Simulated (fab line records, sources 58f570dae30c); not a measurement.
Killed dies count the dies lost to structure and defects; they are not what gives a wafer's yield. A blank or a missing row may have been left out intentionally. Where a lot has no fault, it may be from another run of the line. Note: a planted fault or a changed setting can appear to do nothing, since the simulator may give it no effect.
Which tool was responsible? | flow berkeleyCmos170 | 6 lots, 18 wafers sampled, at 3 steps of a route of 331

WHAT THE GAUGES SHOWED, per wafer
UCB170_V2_THK_MEAS_04.
lot  | measured     | on           | V2_POLISHED_THK (nm)
L115 | day 9 01:25  | filmMetro-04 | 999.9 997.3 1002.3
L117 | day 9 08:35  | filmMetro-04 | 1000.5 998.8 999.4
L120 | day 9 22:38  | filmMetro-03 | 996.4 998.2 997.0
L124 | day 10 22:23 | filmMetro-04 | 1002.2 1000.5 1001.1
L127 | day 11 02:23 | filmMetro-03 | 999.6 999.9 998.1
L130 | day 11 22:09 | filmMetro-03 | 1001.6 999.8 997.6

WHAT TOOL EACH LOT RAN ON (gives the tool, then ch and the chambers of the sampled wafers, and finally the start)
lot  | UCB170_CONTACT_ETCH_17            | UCB170_V2_CMP_02
L115 | rieDiel-02 ch 0,1,2, day 8 14:44  | cmp-02 ch 0,3, day 9 00:59
L117 | rieDiel-04 ch 1,2, day 8 20:38    | cmp-01 ch 0,2,3, day 9 08:10
L120 | rieDiel-01 ch 0,3, day 9 12:34    | cmp-01 ch 2,3, day 9 22:13
L124 | rieDiel-04 ch 0,3, day 10 11:28   | cmp-02 ch 1,2, day 10 21:57
L127 | rieDiel-04 ch 1,2, day 10 15:49   | cmp-01 ch 0,1, day 11 01:57
L130 | rieDiel-04 ch 1,2,3, day 11 09:31 | cmp-01 ch 2,3, day 11 21:46
- UCB170_CONTACT_ETCH_17: etches BARC in N2/H2.
- UCB170_V2_CMP_02: polishes SiO2.

THE ANSWER, worked out from the rows above alone
Rule: the lots themselves supply what counts as usual. Put in order of their means at a reading, lots are off if they are a third of the lots or fewer, leave a main group of 4 or more, and stand apart from it by a gap of 3 or more times the standard deviation of the main group's means; of several such gaps the widest counts. A main group whose means are all the same, to the digits that the tables above print for the reading, isn't used. A lot without any number at a reading at which 4 lots or more have one is off too. Where the step has rows for the other lots, those lots are counted as sound.
No lot is off at any reading shown: from this, nothing can be told.

WHAT WAS PUT IN BY THE SIMULATOR
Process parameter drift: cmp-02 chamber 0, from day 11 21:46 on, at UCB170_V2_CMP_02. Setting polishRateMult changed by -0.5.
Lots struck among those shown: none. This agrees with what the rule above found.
